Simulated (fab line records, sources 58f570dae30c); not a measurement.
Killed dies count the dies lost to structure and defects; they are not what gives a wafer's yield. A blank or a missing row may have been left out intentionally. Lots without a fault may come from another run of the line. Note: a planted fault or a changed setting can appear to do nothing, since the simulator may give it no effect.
Which tool was responsible?    flow berkeley-cmos170    15 lots, 45 wafers sampled, at 2 steps of a route of 331

== WHAT THE GAUGES SHOWED, per wafer ==
UCB170_V2_OVL_MEAS_13.
lot   measured      on          V2_OVL (nm)
L335  day 8 10:27   overlay-02  -7 -6 -7
L337  day 8 13:14   overlay-02  -3 -2 -6
L336  day 8 17:38   overlay-01  0 -2 -7
L338  day 8 13:52   overlay-02  -7 -1 -7
L339  day 8 18:40   overlay-01  -1 -4 6
L340  day 9 17:47   overlay-01  -1 -1 -6
L341  day 9 17:31   overlay-02  4 3 4
L342  day 9 17:11   overlay-02  -2 -5 -4
L343  day 10 01:04  overlay-01  4 -4 7
L351  day 11 13:13  overlay-01  -1 -6 -2
L354  day 12 08:30  overlay-02  -16 1 -5
L355  day 12 08:49  overlay-01  0 0 4
L356  day 12 23:05  overlay-01  8 1 3
L357  day 12 20:43  overlay-01  -9 -14 -8
L358  day 13 09:40  overlay-02  4 0 8

== TOOL THAT RAN EACH LOT (tool first, then ch and the chambers of the sampled wafers, then the start) ==
lot   UCB170_GATE_OXIDATION_01
L335  furnace-04 ch 0, day 6 12:55
L337  furnace-04 ch 0, day 6 12:55
L336  furnace-04 ch 0, day 6 21:05
L338  furnace-04 ch 0, day 6 21:05
L339  furnace-04 ch 0, day 6 21:05
L340  furnace-04 ch 0, day 7 19:46
L341  furnace-04 ch 0, day 7 19:46
L342  furnace-04 ch 0, day 7 19:46
L343  furnace-01 ch 0, day 8 06:05
L351  furnace-01 ch 0, day 9 15:59
L354  furnace-01 ch 0, day 10 10:38
L355  furnace-01 ch 0, day 10 10:38
L356  furnace-01 ch 0, day 11 02:04
L357  furnace-01 ch 0, day 11 02:04
L358  furnace-02 ch 0, day 11 12:47
- UCB170_GATE_OXIDATION_01: target thk 6.6 nm, ox time 1800 s.

== WHAT THE TOOLS THEMSELVES READ (means of the sampled wafers that have a number; where no wafer has one, the mark that the record gives instead) ==
The record holds no such reading with a usual standard deviation.

== THE ANSWER, worked out from the rows above alone ==
Rule: the lots themselves supply what counts as usual. Put in order of their means at a reading, lots are off if they are a third of the lots or fewer, leave a main group of 4 or more, and stand apart from it by a gap of 3 or more times the standard deviation of the main group's means; of several such gaps the widest counts. The tables above print the reading to a certain number of digits; a main group whose means all agree to those digits is not used. A lot without any number at a reading at which 4 lots or more have one is off too. All remaining lots with rows at the step are treated as sound. After the gauges, taken in route order, come the tools' own readings; for these a lot's mean is taken, as printed above. At the first step where some lot is off, the reading lying furthest off is the one used; lots without a number count as furthest.
None of the lots is off at any reading shown; this tells nothing.

== WHAT THE SIMULATOR PUT IN ==
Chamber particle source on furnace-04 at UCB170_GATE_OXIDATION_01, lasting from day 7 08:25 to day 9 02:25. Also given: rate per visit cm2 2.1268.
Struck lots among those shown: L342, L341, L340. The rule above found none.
